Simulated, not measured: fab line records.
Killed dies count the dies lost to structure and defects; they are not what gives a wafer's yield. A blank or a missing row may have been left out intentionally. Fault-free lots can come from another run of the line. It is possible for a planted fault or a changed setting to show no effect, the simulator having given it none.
Split-lot experiment | flow rit_cmos | 23 wafers read from 5 lots, route of 202 steps

## ON THE SPLIT
At RIT_PSD_IMPLANT_08, the setting energy_kev was moved away from the recipe's 27 on 10 of the 23 wafers read, by -4.4% to +4.5%. The other wafers ran this setting at the recipe's value.

## FROM THE SPLIT TO THE READING: what the file shows between them, 4 steps
- RIT_SDANNEAL_CLEAN_00: cleans in SC1, time 600 s (also split here: temp_c)
- RIT_SDANNEAL_CLEAN_01: cleans in dHF, time 30 s
- RIT_SDANNEAL_CLEAN_02: cleans in SC2, time 600 s
- RIT_SDANNEAL_RTA_03: time 5 s

## THE READING
PSD_RS in ohm/sq, measured at RIT_SDANNEAL_RS_MEAS_04 by four-point-probe. On this fab line, fault-free wafers typically give 115.9 ohm/sq with a standard deviation of 0.34 ohm/sq.

wafer  | tool, chamber at the split | energy_kev as run | against the recipe | PSD_RS, ohm/sq | against lot-mates on the recipe
L076.1 | implanter-04, 0            | 27                | recipe             | 115.4          | -
L076.2 | implanter-04, 0            | 27                | recipe             | 115.5          | -
L076.4 | implanter-04, 0            | 27                | recipe             | 115.7          | -
L076.5 | implanter-04, 0            | 26.4              | -2.2%              | 117.2          | +1.7
L076.6 | implanter-04, 0            | 26.4              | -2.2%              | 117.1          | +1.6
L079.2 | implanter-04, 0            | 27                | recipe             | 115.8          | -
L079.3 | implanter-04, 0            | 27                | recipe             | 116.0          | -
L079.4 | implanter-04, 0            | 27.96             | +3.6%              | 113.5          | -2.4
L079.5 | implanter-04, 0            | 27.96             | +3.6%              | 113.6          | -2.3
L079.6 | implanter-04, 0            | 27.96             | +3.6%              | 113.3          | -2.6
L080.1 | implanter-04, 0            | 27                | recipe             | 116.5          | -
L080.3 | implanter-04, 0            | 27                | recipe             | 116.3          | -
L080.4 | implanter-04, 0            | 27                | recipe             | 116.4          | -
L080.5 | implanter-04, 0            | 28.22             | +4.5%              | 113.8          | -2.6
L080.6 | implanter-04, 0            | 28.22             | +4.5%              | 113.8          | -2.6
L083.1 | implanter-04, 0            | 27                | recipe             | 115.9          | -
L083.3 | implanter-04, 0            | 27                | recipe             | 115.8          | -
L083.5 | implanter-04, 0            | 27                | recipe             | 115.4          | -
L085.1 | implanter-02, 0            | 27                | recipe             | 116.4          | -
L085.2 | implanter-02, 0            | 25.82             | -4.4%              | 118.5          | +2.0
L085.3 | implanter-02, 0            | 25.82             | -4.4%              | 119.0          | +2.5
L085.4 | implanter-02, 0            | 25.82             | -4.4%              | 119.0          | +2.5
L085.5 | implanter-02, 0            | 27                | recipe             | 116.5          | -

THE FIT
A straight line over all 23 wafers: PSD_RS changes by -0.611 ohm/sq for each +1% of energy_kev; r = -0.97; the points scatter about the line by 0.41 ohm/sq.
The same after taking each lot's own level away (the mean of its wafers on the recipe; 23 wafers): -0.602 ohm/sq for each +1%; r = -0.99; scatter 0.22 ohm/sq.
On that fit, the largest move of energy_kev shifts the reading by 2.7 ohm/sq.
Across the lots, their own levels run from 115.53 to 116.45 ohm/sq, a range of 2.7 times the standard deviation given above.
Hence the lot-to-lot level has little effect on the slope; both slopes agree.
Check: for one of the wafers moved furthest among these (+4.5%), held out of the fit, the line's prediction against its lot-mates is -2.79 ohm/sq. Against them it came out at -2.6 ohm/sq.

## OTHER SPLITS APPLIED TO THESE WAFERS
Before the reading, these wafers also passed through other splits. Each is held against what the fit with the lots' levels taken away leaves over:
other split on the same wafers    | wafers away from the commonest value | r with PSD_RS (lot level and that fit taken away)
RIT_ACTIVE_OXIDATION_01 ox_time_s | 15                                   | +0.50
RIT_FOX2_OXIDATION_00 ox_time_s   | 18                                   | -0.45
RIT_NWELL_IMPLANT_08 energy_kev   | 10                                   | -0.40
RIT_PWELL_IMPLANT_08 dose_cm2     | 7                                    | -0.44
RIT_NRETRO_IMPLANT_08 dose_cm2    | 5                                    | +0.16
RIT_GATE_DEVELOP_15 dev_temp_c    | 4                                    | -0.21
RIT_NLDD_COAT_01 resist_thk_nm    | 8                                    | -0.16
RIT_NLDD_IMPLANT_08 dose_cm2      | 7                                    | +0.12
RIT_PLDD_IMPLANT_08 dose_cm2      | 7                                    | -0.37
RIT_SDANNEAL_CLEAN_00 temp_c      | 10                                   | +0.15

## THE WHOLE CHAIN: every reading that the file lists as answering this split, in the file's order
step                    | what it does                 | reading                                                         | change (the file's fit)                | r (the file's)
RIT_PSD_IMPLANT_08      |                              | implant.rp_nm (the simulator's own value, which no gauge read)  | +0.177 nm for each +1% of the setting  | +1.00
RIT_PSD_IMPLANT_08      |                              | implant.drp_nm (the simulator's own value, which no gauge read) | +0.0847 nm for each +1% of the setting | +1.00
RIT_SDANNEAL_RS_MEAS_04 | measures by four-point-probe | PSD_RS                                                          | -0.6 for each +1% of the setting       | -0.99

## THE FILE'S OWN FIT
PSD_RS changes by -0.6 ohm/sq for each +1% of energy_kev, r = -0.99.
